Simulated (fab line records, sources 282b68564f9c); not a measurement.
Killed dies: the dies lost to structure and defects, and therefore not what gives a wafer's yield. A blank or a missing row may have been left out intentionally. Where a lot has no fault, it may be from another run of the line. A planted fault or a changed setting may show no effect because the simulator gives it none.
Struck lot and sound lot, side by side | flow ritCmos | 17 out of 202 route steps
Sound: these wafers, L354.1, L354.4, L354.6. Struck: wafers L358.1, L358.6 (left out: L358.3, a lot-mate that was not struck); the cause follows at the end.
At each step with rows: each side's tool, then ch and its chambers, then its first start. Under that, the readings that differ: sound wafers | struck wafers | difference of the means | sigmas: that difference in standard deviations of wafers without a fault.
alike: readings whose means differ by less than 2 such deviations, and words and numbers that are the same on both sides. not compared: withheld readings, readings that some wafer has no value for, bounds like >300 that may hide the same value, and numbers for which the record gives no deviation and whose values overlap.
The two part at a step that has a row with sigmas, a row that says differs or no value, or rows on one side only. Numbers that don't overlap but have no deviation are shown without sigmas and don't part them. A reading that every wafer of one side lacks parts them only if that side has two wafers or more.

first, 1 step without rows for these wafers: RIT_PSD_IMPLANT_08.
RIT_PSD_STRIP_09: strips in O2, time 180 s.
  sound on plasmaAsher-02 ch 0,1, day 3 17:16; struck on plasmaAsher-02 ch 0, day 4 12:40
  alike: drypumpMotorCurrentA, o2FlowSccm
  not compared: rfHoursCounterH
RIT_PSD_TW_MEAS_10:
  struck on filmMetro-03, day 4 12:50; sound on filmMetro-04, day 3 17:26
  alike: PSD_TW
then, 3 steps without rows for these wafers: RIT_SDANNEAL_CLEAN_00 (cleans in SC1, time 600 s); RIT_SDANNEAL_CLEAN_01 (cleans in dHF, time 30 s); RIT_SDANNEAL_CLEAN_02 (cleans in SC2, time 600 s).
RIT_SDANNEAL_RTA_03: time 5 s.
  sound on rtpAnneal-02 ch 0, day 3 17:53; struck on rtpAnneal-02 ch 0, day 4 13:16
  alike: rampDownCPerS, wafer_temp_C_max
RIT_SDANNEAL_RS_MEAS_04: measurement is done with a four-point probe.
  struck on filmMetro-02, day 4 13:19; sound on filmMetro-02, day 3 17:56
  alike: PSD_RS
RIT_SDANNEAL_RS_MEAS_05: measurement is done with a four-point probe.
  struck on filmMetro-02, day 4 13:26; sound on filmMetro-02, day 3 18:04
  alike: NSD_RS
RIT_SDANNEAL_RS_MEAS_06: measurement is done with a four-point probe.
  struck on filmMetro-02, day 4 13:34; sound on filmMetro-02, day 3 18:11
  alike: PLDD_RS
RIT_SDANNEAL_RS_MEAS_07: measurement is done with a four-point probe.
  struck on filmMetro-02, day 4 13:41; sound on filmMetro-02, day 3 18:18
  alike: NLDD_RS
then, 1 step without rows for these wafers: RIT_SILICIDE_WET_ETCH_00 (etches SiO2 in BOE, target depth 14 nm, time 15 s).
RIT_SILICIDE_SPUTTER_01: material Ti, target thk 30 nm, time 240 s.
  struck on pvdSputter-03, day 4 13:49; sound on pvdSputter-03, day 3 18:26
reading                                    | sound          | struck      | difference | sigmas
model.Ti_of_SILICIDE_SPUTTER_01.thkNm (nm) | 29 29.18 29.01 | 25.12 24.82 | -4.09      | 
  alike: throttleValvePct
RIT_SILICIDE_RS_MEAS_02: measurement is done with a four-point probe.
  struck on filmMetro-04, day 4 13:58; sound on filmMetro-02, day 3 18:35
reading                 | sound          | struck    | difference | sigmas
SILICIDE_TI_RS (ohm/sq) | 49.9 49.4 49.8 | 59.7 60.6 | +10.5      | +18
RIT_SILICIDE_THK_MEAS_03: measures by xrf.
  struck on filmMetro-04, day 4 14:05; sound on filmMetro-02, day 3 18:42
reading              | sound          | struck    | difference | sigmas
SILICIDE_TI_THK (nm) | 28.8 28.6 28.6 | 24.7 24.4 | -4.1       | -13
RIT_SILICIDE_RTA_04: time 10 s, ramp up 5 s, ramp down 5 s.
  sound on rtpAnneal-01 ch 0, day 3 18:46; struck on rtpAnneal-01 ch 0, day 4 14:08
  alike: wafer_temp_C_max
RIT_M1_PROBE_99:
  struck on prober-01, day 4 20:41; sound on prober-01, day 4 01:19
reading                           | sound             | struck      | difference | sigmas
model.etest.npolyLine.lineOhmUm   | 171.6 166.4 170.3 | 192.4 198   | +25.8      | 
model.etest.ppolyLine.lineOhmUm   | 167.3 159.2 162.5 | 187.5 187.5 | +24.5      | 
model.etest.contactNplus.endOhmUm | 41.17 41.25 40.68 | 35.52 36.46 | -5.04      | 
model.etest.contactPplus.endOhmUm | 43.81 44.43 43.34 | 39.62 38.61 | -4.75      | 
model.etest.npolyLine.rsOhmSq     | 17.46 17.38 17.41 | 19.58 19.89 | +2.32      | 
model.etest.ppolyLine.rsOhmSq     | 16.88 16.76 16.88 | 18.76 19.1  | +2.09      | 
model.etest.npolySal.rsOhmSq      | 4.435 4.435 4.465 | 5.149 5.207 | +0.733     | 
model.etest.ppolySal.rsOhmSq      | 4.419 4.416 4.43  | 5.094 5.122 | +0.686     | 
  alike: killedAtContacts, killedAtFrontEnd, killedDies, killedOpen, killedShort

## WHERE THEY PART
Earliest at RIT_SILICIDE_RS_MEAS_02; latest, in this record, at RIT_SILICIDE_THK_MEAS_03. Later steps at which nothing parts them and some readings are alike: RIT_SILICIDE_RTA_04, RIT_M1_PROBE_99.

WHY: what the simulator had put in
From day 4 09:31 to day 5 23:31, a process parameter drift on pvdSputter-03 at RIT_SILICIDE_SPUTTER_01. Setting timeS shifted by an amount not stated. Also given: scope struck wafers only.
